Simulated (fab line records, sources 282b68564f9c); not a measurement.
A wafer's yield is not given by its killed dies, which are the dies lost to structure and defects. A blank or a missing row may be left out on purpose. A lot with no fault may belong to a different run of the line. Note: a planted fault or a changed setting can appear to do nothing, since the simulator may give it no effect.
What tool caused it? -- flow rit_cmos -- Sampling: 14 lots, 41 wafers, 2 of 202 route steps

== WHAT THE GAUGES SHOWED, per wafer ==
RIT_M1_CD_MEAS_90: target cd 2600 nm.
lot,measured,on,cd_nm (nm)
L882,day 4 10:42,cd_sem-01,2595 2596 2594
L883,day 4 16:19,cd_sem-02,2600 2602 2600
L884,day 4 18:17,cd_sem-02,2600 2597 2599
L885,day 4 21:56,cd_sem-02,2599 2598 2602
L886,day 5 05:23,cd_sem-02,2606 2606 2604
L887,day 5 10:21,cd_sem-02,2604 2603 2602
L890,day 5 23:37,cd_sem-01,2599 2597 2602
L891,day 6 02:48,cd_sem-01,2599 2604 2597
L892,day 6 06:08,cd_sem-02,2602 2603 2604
L893,day 6 16:50,cd_sem-01,2599 2595 2596
L894,day 6 20:18,cd_sem-02,2606 2605 2602
L896,day 7 07:16,cd_sem-02,- - -
L897,day 7 09:50,cd_sem-02,- -
L901,day 8 07:41,cd_sem-01,2597 2596 2598

== EACH LOT AND THE TOOL THAT RAN IT (in order: tool; ch and the chambers of the sampled wafers; start) ==
lot,RIT_M1_METAL_ETCH_12
L882,"rie_metal-04 ch 0,1, day 4 10:10"
L883,"rie_metal-02 ch 0, day 4 15:28"
L884,"rie_metal-03 ch 0,1, day 4 17:44"
L885,"rie_metal-04 ch 0,1, day 4 21:25"
L886,"rie_metal-02 ch 0,1, day 5 04:43"
L887,"rie_metal-03 ch 0,1, day 5 09:40"
L890,"rie_metal-03 ch 0,1, day 5 23:07"
L891,"rie_metal-04 ch 0,1, day 6 02:17"
L892,"rie_metal-02 ch 0,1, day 6 05:38"
L893,"rie_metal-04 ch 0,1, day 6 16:20"
L894,"rie_metal-02 ch 0,1, day 6 19:46"
L896,"rie_metal-02 ch 0,1, day 7 06:45"
L897,"rie_metal-04 ch 0,1, day 7 09:20"
L901,"rie_metal-03 ch 1, day 8 07:10"
- RIT_M1_METAL_ETCH_12: etches Al in Cl2/BCl3, stops on SiO2, time 165 s, target depth 600 nm.

== AS READ BY THE TOOLS THEMSELVES (means over the sampled wafers that have a number; for cases with no such wafer, the mark the record gives instead) ==
RIT_M1_METAL_ETCH_12.
lot,tool,bcl3_flow_sccm (sccm),chamber_pressure_mTorr (mTorr),drypump_motor_current_A (A),mfc_cl2_sccm (sccm),oes_product_au (a.u.),throttle_valve_pct (%)
L882,rie_metal-04,50.04,99.98,6.1,60.15,0.792,8.28
L883,rie_metal-02,49.69,99.95,6.4,60.10,0.758,8.06
L884,rie_metal-03,50.08,99.92,5.4,59.99,0.764,8.30
L885,rie_metal-04,50.17,100.00,6.1,60.00,0.796,8.28
L886,rie_metal-02,49.97,100.04,6.3,59.90,0.757,8.19
L887,rie_metal-03,49.98,99.99,5.8,59.90,0.761,8.41
L890,rie_metal-03,49.96,99.94,5.5,60.05,0.773,8.29
L891,rie_metal-04,49.80,100.09,6.1,59.90,0.796,8.29
L892,rie_metal-02,50.06,100.01,6.4,60.05,0.761,8.18
L893,rie_metal-04,50.03,100.07,6.1,60.12,0.808,8.29
L894,rie_metal-02,49.87,100.04,6.4,59.92,0.765,8.12
L896,rie_metal-02,-,-,-,-,-,-
L897,rie_metal-04,-,-,-,-,-,-
L901,rie_metal-03,49.94,100.06,5.2,59.98,0.750,8.17

== THE ANSWER, worked out from the rows above alone ==
Rule: the usual values come from the lots themselves. The widest of any qualifying gaps counts: lots, ordered by their means at a reading, are off when they make up no more than a third of the lots, leave a main group of 4 or more, and stand apart from it by 3 or more times the standard deviation of that group's means. If all means in a main group match to the digits the tables above print for the reading, that group is not used. Also off: a lot with no number at a reading for which 4 or more lots have one. All remaining lots with rows at the step are treated as sound. First the gauges in route order, then the tools' own readings, where a lot's mean is used as printed above. At the first step where some lot is off, the reading lying furthest off is the one used; lots without a number count as furthest.
Off: L896, L897, at RIT_M1_CD_MEAS_90 (cd_nm). Without a number there: L896, L897. Main group: mean 2600 nm, sd 3.1.
If a tool, at a process step before that reading, ran all the lots that are off and no sound lot after the first of them, it fits. Not tried: the gauges at RIT_M1_CD_MEAS_90; whatever is off there is also off at RIT_M1_METAL_ETCH_12, on other tools, and gauge error can't account for it. None of those tried fits.

== WHAT WAS PUT IN BY THE SIMULATOR ==
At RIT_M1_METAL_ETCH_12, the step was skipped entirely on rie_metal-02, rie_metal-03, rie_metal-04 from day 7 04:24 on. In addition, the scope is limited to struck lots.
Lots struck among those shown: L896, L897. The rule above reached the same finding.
